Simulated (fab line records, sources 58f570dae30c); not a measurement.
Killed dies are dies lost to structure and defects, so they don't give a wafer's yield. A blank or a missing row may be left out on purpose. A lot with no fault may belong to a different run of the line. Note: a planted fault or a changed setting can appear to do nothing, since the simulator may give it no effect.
Matching of chambers / flow berkeley_cmos170 / wet_bench-02 running UCB170_WELLDRIVE_WET_ETCH_04: 3 sister chambers
The step etches SiO2 in BOE, time 120 s. 3 wafers are shown with their chamber, then 5 later ones without.

WAFERS WITH THEIR CHAMBER
wafer=L214.6; chamber=3; bath_heat_duty_pct (%)=5.5
wafer=L221.5; chamber=1; bath_heat_duty_pct (%)=6.0
wafer=L222.3; chamber=0; bath_heat_duty_pct (%)=7.5

WAFERS WITHOUT THEIR CHAMBER
wafer=L222.4; bath_heat_duty_pct (%)=7.2
wafer=L222.5; bath_heat_duty_pct (%)=6.2
wafer=L231.3; bath_heat_duty_pct (%)=5.3
wafer=L231.4; bath_heat_duty_pct (%)=5.3
wafer=L231.6; bath_heat_duty_pct (%)=6.3

THE CHAMBER EACH PASSED THROUGH
wafer=L222.4; from the rows above=0; in truth=0
wafer=L222.5; from the rows above=1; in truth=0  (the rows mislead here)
wafer=L231.3; from the rows above=3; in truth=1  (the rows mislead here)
wafer=L231.4; from the rows above=3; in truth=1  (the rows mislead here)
wafer=L231.6; from the rows above=1; in truth=1
Correctly placed: 2 of 5. From these rows, 0 cannot be placed. Number placed wrongly: 3.
How it was worked out, from the rows above alone: a wafer's distance from a chamber is the root of the sum, over the readings, of the square of ((its reading less the chamber's mean) divided by the reading's scatter). The wafer belongs to the nearest chamber; if the next one is less than 2 further off, it can't be placed. Each chamber's mean is taken over the wafers shown for it. The scatter (one wafer shown for each chamber): square how far every hidden wafer sits from the nearest shown wafer, average those squares and take the square root.
